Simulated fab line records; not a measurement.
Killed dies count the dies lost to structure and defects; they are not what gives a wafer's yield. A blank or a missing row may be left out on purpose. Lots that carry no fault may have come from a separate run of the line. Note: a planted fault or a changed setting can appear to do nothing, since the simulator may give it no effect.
A lot that was struck, set against a sound lot | flow berkeleyCmos170 | 13 steps out of a route of 331
Sound: these wafers, L459.2, L459.5, L459.6. Struck: wafers L468.2, L468.3, L468.6. The cause is named last.
At each step with rows: each side's tool, then ch and its chambers, then its first start. Under that, the readings that differ: sound wafers | struck wafers | difference of the means | sigmas: that difference in standard deviations of wafers without a fault.
alike: words and numbers the same on both sides, and readings whose means are apart by under 2 such deviations; not compared: readings that were withheld, readings missing a value for some wafer, numbers with overlapping values and no deviation given by the record, and bounds like >300 which may hide the same value.
A row with sigmas, a row that says differs or no value, or rows on one side alone: a step with any of these is where the two part. Numbers that don't overlap but have no deviation are shown without sigmas and don't part them. Lack of a reading on every wafer of one side parts them only where that side has two or more wafers.

first, 1 step without rows for these wafers: UCB170_BACKSIDE_CLEAN_04 (cleans in SPM, time 600 s).
UCB170_SDANNEAL_RTA_00: time 10 s.
  sound on rtpAnneal-01 ch 0, day 7 20:37; struck on rtpAnneal-02 ch 0, day 10 03:25
reading          | sound          | struck         | difference | sigmas
lampPowerPct (%) | 21.8 21.8 21.8 | 25.8 25.8 25.8 | +4.0       | +2
  alike: wafer_temp_C_max
UCB170_SDANNEAL_RTA_01: time 5 s.
  sound on rtpAnneal-01 ch 0, day 7 20:41; struck on rtpAnneal-02 ch 0, day 10 03:29
  alike: lampPowerPct, wafer_temp_C_max
UCB170_SDANNEAL_RS_MEAS_02: measures by four-point-probe.
  sound on filmMetro-01, day 7 20:45; struck on filmMetro-01, day 10 03:34
  alike: PSD_RS
UCB170_SDANNEAL_RS_MEAS_03: measures by four-point-probe.
  sound on filmMetro-01, day 7 20:52; struck on filmMetro-01, day 10 03:41
  alike: NSD_RS
UCB170_SDANNEAL_RS_MEAS_04: measures by four-point-probe.
  sound on filmMetro-01, day 7 20:59; struck on filmMetro-01, day 10 03:48
  alike: PLDD_RS
UCB170_SDANNEAL_RS_MEAS_05: measures by four-point-probe.
  sound on filmMetro-01, day 7 21:07; struck on filmMetro-01, day 10 03:55
  alike: NLDD_RS
then, 1 step without rows for these wafers: UCB170_SILICIDE_PRE_CLEAN_00 (preclean etch time 60 s).
UCB170_SILICIDE_SPUTTER_01: material Ti, target thk 30 nm, time 25 s.
  sound on pvdSputter-04, day 7 21:17; struck on pvdSputter-02, day 10 04:05
  alike: throttleValvePct
UCB170_SILICIDE_RS_MEAS_02: measures by four-point-probe.
  sound on filmMetro-04, day 7 21:20; struck on filmMetro-01, day 10 04:11
  alike: SILICIDE_TI_RS
UCB170_SILICIDE_THK_MEAS_03: measures by xrf.
  sound on filmMetro-04, day 7 21:26; struck on filmMetro-01, day 10 04:17
  alike: SILICIDE_TI_THK
UCB170_SILICIDE_RTA_04: time 15 s.
  sound on rtpAnneal-01 ch 0, day 7 21:30; struck on rtpAnneal-02 ch 0, day 10 04:22
reading          | sound       | struck         | difference | sigmas
lampPowerPct (%) | 9.3 9.3 9.4 | 11.1 11.1 11.1 | +1.8       | +2
  alike: wafer_temp_C_max
UCB170_SILICIDE_WET_ETCH_05: etches Ti in SPM, time 45 s.
  sound on wetBench-02 ch 1, day 7 21:34; struck on wetBench-02 ch 0, day 10 04:34
  no value came back on the struck wafers for bathGuardTempC (C), bathHeatDutyPct (%); on the sound wafers bathGuardTempC (C) reads 119.7 119.6 119.6

== WHERE THEY PART ==
Last at UCB170_SILICIDE_WET_ETCH_05 as far as this record goes, first at UCB170_SDANNEAL_RTA_00.

WHY: what had been put in by the simulator
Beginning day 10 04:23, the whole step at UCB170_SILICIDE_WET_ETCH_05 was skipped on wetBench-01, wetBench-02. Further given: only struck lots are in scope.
